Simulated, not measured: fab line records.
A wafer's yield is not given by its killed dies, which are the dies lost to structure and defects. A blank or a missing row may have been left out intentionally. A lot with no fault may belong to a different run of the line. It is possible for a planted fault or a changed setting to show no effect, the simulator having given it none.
Which tool was responsible? ; flow rit cmos ; 14 lots with 42 wafers sampled at 6 steps, on a route of 202 steps

== WHAT THE GAUGES READ, wafer by wafer ==
RIT_PWELL_TW_MEAS_10. Usual: PWELL_TW typically reads 952, with standard deviation 5.4.
lot;measured;on;PWELL_TW;flag
L490;day 2 01:34;film metro-01;949 950 947;
L491;day 2 09:29;film metro-01;946 953 949;
L492;day 2 13:27;film metro-01;952 949 948;
L494;day 2 22:32;film metro-01;943 942 946;
L495;day 3 02:45;film metro-04;953 951 948;
L496;day 3 07:27;film metro-04;958 953 962;
L498;day 3 17:52;film metro-04;959 955 959;
L503;day 4 17:13;film metro-01;950 954 943;
L505;day 5 05:13;film metro-01;954 958 957;
L506;day 5 09:40;film metro-02;969 955 951;
L507;day 5 13:22;film metro-01;954 957 949;
L510;day 6 05:35;film metro-01;949 951 950;
L512;day 6 15:02;film metro-01;950 947 957;
L513;day 6 19:11;film metro-02;957 961 957;

RIT_PLDD_TW_MEAS_10. Usual: PLDD_TW typically reads 2363, with standard deviation 11.
lot;measured;on;PLDD_TW;flag
L490;day 3 02:02;film metro-03;2380 2391 2376;
L491;day 3 08:53;film metro-03;2382 2369 2379;
L492;day 3 12:14;film metro-03;2381 2385 2371;
L494;day 4 00:11;film metro-04;2356 2353 2363;
L495;day 4 02:46;film metro-04;2367 2364 2365;
L496;day 4 07:04;film metro-02;2340 2352 2361;
L498;day 4 16:58;film metro-02;2339 2350 2355;
L503;day 5 15:43;film metro-02;2366 2367 2357;
L505;day 6 03:52;film metro-02;2410 2422 2412;OFF
L506;day 6 08:05;film metro-02;2420 2417 2415;OFF
L507;day 6 10:38;film metro-02;2368 2356 2378;
L510;day 7 05:24;film metro-04;2371 2356 2367;
L512;day 7 14:37;film metro-03;2349 2361 2357;
L513;day 7 19:50;film metro-02;2362 2361 2355;

RIT_SDANNEAL_RS_MEAS_06: a four-point-probe measurement. Usual: PLDD_RS typically reads 178.5 ohm/sq, with standard deviation 0.56.
lot;measured;on;PLDD_RS (ohm/sq);flag
L490;day 3 09:44;film metro-02;177.8 177.7 178.0;
L491;day 3 15:13;film metro-04;178.1 178.3 178.1;
L492;day 3 19:08;film metro-02;177.8 177.9 178.2;
L494;day 4 06:23;film metro-04;177.8 178.5 177.9;
L495;day 4 08:51;film metro-03;178.9 178.8 178.5;
L496;day 4 13:19;film metro-03;178.9 178.3 178.5;
L498;day 4 23:02;film metro-03;178.9 178.4 178.7;
L503;day 5 22:06;film metro-03;179.4 179.9 179.8;
L505;day 6 10:03;film metro-04;172.4 172.4 172.5;OFF
L506;day 6 16:06;film metro-03;172.6 172.8 172.7;OFF
L507;day 6 17:15;film metro-03;179.1 179.6 178.4;
L510;day 7 11:54;film metro-03;179.2 178.5 179.1;
L512;day 7 20:55;film metro-02;178.0 178.4 177.6;
L513;day 8 02:03;film metro-04;178.4 178.5 178.4;

RIT_SILICIDE_RS_MEAS_02: a four-point-probe measurement. Usual: SILICIDE_TI_RS typically reads 47.8 ohm/sq, with standard deviation 0.73.
lot;measured;on;SILICIDE_TI_RS (ohm/sq);flag
L490;day 3 10:10;film metro-04;46.5 46.5 47.6;
L491;day 3 15:37;film metro-03;47.4 47.8 46.3;
L492;day 3 19:32;film metro-01;47.4 48.4 48.4;
L494;day 4 06:47;film metro-01;48.6 48.6 47.1;
L495;day 4 09:15;film metro-01;47.5 48.0 47.0;
L496;day 4 13:43;film metro-04;47.8 46.9 47.2;
L498;day 4 23:26;film metro-03;48.4 48.5 47.4;
L503;day 5 22:30;film metro-03;46.5 47.6 47.4;
L505;day 6 10:27;film metro-03;48.9 48.5 48.4;
L506;day 6 16:30;film metro-01;47.7 48.5 48.4;
L507;day 6 17:39;film metro-03;47.9 46.8 48.5;
L510;day 7 12:18;film metro-01;47.7 46.7 48.0;
L512;day 7 21:19;film metro-04;46.9 46.8 46.9;
L513;day 8 02:27;film metro-03;48.9 47.8 48.3;

== WHAT TOOL EACH LOT RAN ON (gives the tool, then ch and the chambers of the sampled wafers, and finally the start) ==
lot;RIT_PLDD_IMPLANT_08;RIT_SDANNEAL_RTA_03
L490;implanter-01 ch 0, day 3 01:45;rtp anneal-01 ch 0, day 3 09:25
L491;implanter-03 ch 0, day 3 08:34;rtp anneal-02 ch 0, day 3 14:55
L492;implanter-03 ch 0, day 3 11:55;rtp anneal-01 ch 0, day 3 18:50
L494;implanter-03 ch 0, day 3 23:52;rtp anneal-01 ch 0, day 4 06:05
L495;implanter-01 ch 0, day 4 02:28;rtp anneal-02 ch 0, day 4 08:32
L496;implanter-03 ch 0, day 4 06:46;rtp anneal-01 ch 0, day 4 13:00
L498;implanter-01 ch 0, day 4 16:39;rtp anneal-01 ch 0, day 4 22:44
L503;implanter-04 ch 0, day 5 15:24;rtp anneal-02 ch 0, day 5 21:48
L505;implanter-03 ch 0, day 6 03:33;rtp anneal-02 ch 0, day 6 09:44
L506;implanter-03 ch 0, day 6 07:46;rtp anneal-01 ch 0, day 6 15:48
L507;implanter-01 ch 0, day 6 10:18;rtp anneal-02 ch 0, day 6 16:57
L510;implanter-01 ch 0, day 7 05:05;rtp anneal-01 ch 0, day 7 11:35
L512;implanter-01 ch 0, day 7 14:17;rtp anneal-01 ch 0, day 7 20:37
L513;implanter-01 ch 0, day 7 19:30;rtp anneal-02 ch 0, day 8 01:45
- RIT_PLDD_IMPLANT_08
- RIT_SDANNEAL_RTA_03: time 5 s.

== AS READ BY THE TOOLS THEMSELVES (means over the sampled wafers that have a number; for cases with no such wafer, the mark the record gives instead) ==
RIT_PLDD_IMPLANT_08. Usual: beam on s 10.01 s, standard deviation 0.21; dose ions cm2 8.998e+14, standard deviation 8.7e+11; faraday current uA 2818, standard deviation 58.
lot;tool;beam on s (s);dose ions cm2;faraday current uA;flag
L490;implanter-01;9.99;9.000e+14;2822;
L491;implanter-03;9.92;8.994e+14;2854;
L492;implanter-03;10.04;8.999e+14;2814;
L494;implanter-03;10.44;8.991e+14;2705;
L495;implanter-01;9.84;8.988e+14;2868;
L496;implanter-03;9.95;9.003e+14;2839;
L498;implanter-01;10.15;9.004e+14;2777;
L503;implanter-04;9.89;8.991e+14;2848;
L505;implanter-03;10.03;9.683e+14;3023;OFF
L506;implanter-03;9.93;9.690e+14;3055;OFF
L507;implanter-01;10.05;9.000e+14;2807;
L510;implanter-01;9.93;8.989e+14;2849;
L512;implanter-01;10.13;9.003e+14;2786;
L513;implanter-01;9.94;8.993e+14;2834;

RIT_SDANNEAL_RTA_03. Usual: wafer_temp_C_max reads 1053.5 (standard deviation 1.1).
lot;tool;wafer_temp_C_max;flag
L490;rtp anneal-01;1052.7;
L491;rtp anneal-02;1053.7;
L492;rtp anneal-01;1053.4;
L494;rtp anneal-01;1052.8;
L495;rtp anneal-02;1053.1;
L496;rtp anneal-01;1053.4;
L498;rtp anneal-01;1053.4;
L503;rtp anneal-02;1053.0;
L505;rtp anneal-02;1054.2;
L506;rtp anneal-01;1052.2;
L507;rtp anneal-02;1053.9;
L510;rtp anneal-01;1055.0;
L512;rtp anneal-01;1054.2;
L513;rtp anneal-02;1054.3;

== THE ANSWER, worked out from the rows above alone ==
Rule: take the mean of a lot's wafers that have a number; if it is more than 3 standard deviations from the usual mean, the lot is off. Also off: a lot with no number at a reading for which 4 or more lots have one. All remaining lots with rows at the step are treated as sound. First the gauges in route order, then the tools' own readings, where a lot's mean is used as printed above. At the first step where some lot is off, the reading lying furthest off is the one used; lots without a number count as furthest.
Off: at RIT_PLDD_TW_MEAS_10 (PLDD_TW), L505, L506.
If a tool, at a process step before that reading, ran all the lots that are off and no sound lot after the first of them, it fits. The gauges at RIT_PLDD_TW_MEAS_10 aren't tried: what is off there is off at RIT_SDANNEAL_RS_MEAS_06 too, on other tools, and a gauge's error can't cause that. One candidate fits, namely implanter-03 at RIT_PLDD_IMPLANT_08. A fault onset in the window from L496 (day 4 06:46, its last sound lot) to L505 (day 6 03:33, its first lot off) fits.
The tool's own readings at RIT_PLDD_IMPLANT_08 bear it out: on the lots that are off they differ by more than 5 times the standard deviation of the sound lots' means. dose ions cm2 reads 9.686e+14 there against 8.996e+14 on the sound lots; faraday current uA reads 3039 there against 2817 on the sound lots.

== WHAT WAS PUT IN BY THE SIMULATOR ==
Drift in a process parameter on implanter-03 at RIT_PLDD_IMPLANT_08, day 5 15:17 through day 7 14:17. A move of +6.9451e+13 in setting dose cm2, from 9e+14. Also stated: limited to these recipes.
Shown lots that were struck: L505, L506. The rule above reached the same finding.
